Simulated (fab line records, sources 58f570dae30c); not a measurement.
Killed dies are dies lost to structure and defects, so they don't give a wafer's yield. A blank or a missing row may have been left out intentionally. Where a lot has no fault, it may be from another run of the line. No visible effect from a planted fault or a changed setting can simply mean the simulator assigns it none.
Split-lot experiment | flow berkeleyCmos170 | on a route of 331 steps: 5 lots, 27 wafers read

SPLIT DETAILS
At UCB170_PLDD_DEVELOP_05 (develop time 45 s), the setting developTimeS was moved away from the recipe's 45 s on 9 of the 27 wafers read, by -54.3% to +33.8%. The other wafers ran this setting at the recipe's value.

There is no step in the file separating the split from the reading.

THE READING
cdNm (nm) at UCB170_PLDD_CD_MEAS_06, where the cd target is 1200 nm. On this fab line, fault-free wafers typically give 1199.8 nm with a standard deviation of 1.5 nm.

wafer  | tool, chamber at the split | developTimeS as run, s | against the recipe | cdNm, nm | against lot-mates on the recipe
L077.1 | lithoTrack-03, 0           | 45                     | recipe             | 1197.4   | -
L077.2 | lithoTrack-03, 0           | 20.58                  | -54.3%             | 1190.0   | -6.9
L077.3 | lithoTrack-03, 0           | 45                     | recipe             | 1196.4   | -
L077.4 | lithoTrack-03, 0           | 20.58                  | -54.3%             | 1190.4   | -6.5
L077.5 | lithoTrack-03, 0           | 20.58                  | -54.3%             | 1190.3   | -6.6
L077.6 | lithoTrack-03, 0           | 45                     | recipe             | 1196.8   | -
L076.1 | lithoTrack-01, 0           | 45                     | recipe             | 1201.8   | -
L076.2 | lithoTrack-01, 0           | 52.69                  | +17.1%             | 1203.3   | +1.2
L076.3 | lithoTrack-01, 0           | 52.69                  | +17.1%             | 1202.8   | +0.7
L076.4 | lithoTrack-01, 0           | 45                     | recipe             | 1202.4   | -
L076.5 | lithoTrack-01, 0           | 45                     | recipe             | 1202.2   | -
L076.6 | lithoTrack-01, 0           | 52.69                  | +17.1%             | 1204.1   | +2.0
L079.1 | lithoTrack-01, 0           | 45                     | recipe             | 1199.1   | -
L079.2 | lithoTrack-01, 0           | 45                     | recipe             | 1199.0   | -
L079.3 | lithoTrack-01, 0           | 45                     | recipe             | 1199.7   | -
L081.1 | lithoTrack-04, 0           | 45                     | recipe             | 1200.3   | -
L081.2 | lithoTrack-04, 0           | 45                     | recipe             | 1200.3   | -
L081.3 | lithoTrack-04, 0           | 45                     | recipe             | 1200.4   | -
L081.4 | lithoTrack-04, 0           | 45                     | recipe             | 1201.7   | -
L081.5 | lithoTrack-04, 0           | 45                     | recipe             | 1200.6   | -
L081.6 | lithoTrack-04, 0           | 45                     | recipe             | 1199.3   | -
L083.1 | lithoTrack-03, 0           | 45                     | recipe             | 1202.3   | -
L083.2 | lithoTrack-03, 0           | 60.19                  | +33.8%             | 1203.8   | +2.0
L083.3 | lithoTrack-03, 0           | 60.19                  | +33.8%             | 1203.8   | +2.0
L083.4 | lithoTrack-03, 0           | 60.19                  | +33.8%             | 1206.3   | +4.5
L083.5 | lithoTrack-03, 0           | 45                     | recipe             | 1201.7   | -
L083.6 | lithoTrack-03, 0           | 45                     | recipe             | 1201.5   | -

FIT RESULTS
A straight line over all 27 wafers: cdNm changes by +0.17 nm for each +1% of developTimeS; r = +0.92; the points scatter about the line by 1.7 nm.
The same after taking each lot's own level away (the mean of its wafers on the recipe; 27 wafers): +0.109 nm for each +1%; r = +0.96; scatter 0.71 nm.
On that fit, the largest move of developTimeS shifts the reading by 5.9 nm.
Across the lots, their own levels run from 1196.87 to 1202.13 nm, a range of 3.5 times the standard deviation given above.
In other words, the slope is changed by the lot-to-lot level; the two fits disagree.
Check: -5.88 nm against its lot-mates is what the line predicts for one of the wafers moved furthest among these (-54.3%) when that wafer is left out of the fit. Against them it came out at -6.87 nm.

THESE WAFERS: OTHER SPLITS
These wafers also went through other splits before the reading. Each is held against what the fit with the lots' levels taken away leaves over:
other split on the same wafers    | wafers away from the commonest value | r with cdNm (lot level and that fit taken away)
UCB170_START_OXIDATION_02 oxTimeS | 18                                   | -0.23
UCB170_PWELL_ETCH_14 timeS        | 6                                    | -0.29
UCB170_ACTIVE_ETCH_15 timeS       | 9                                    | -0.06

THE FILE'S OWN FIT
cdNm changes by +0.109 nm for each +1% of developTimeS, r = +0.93.
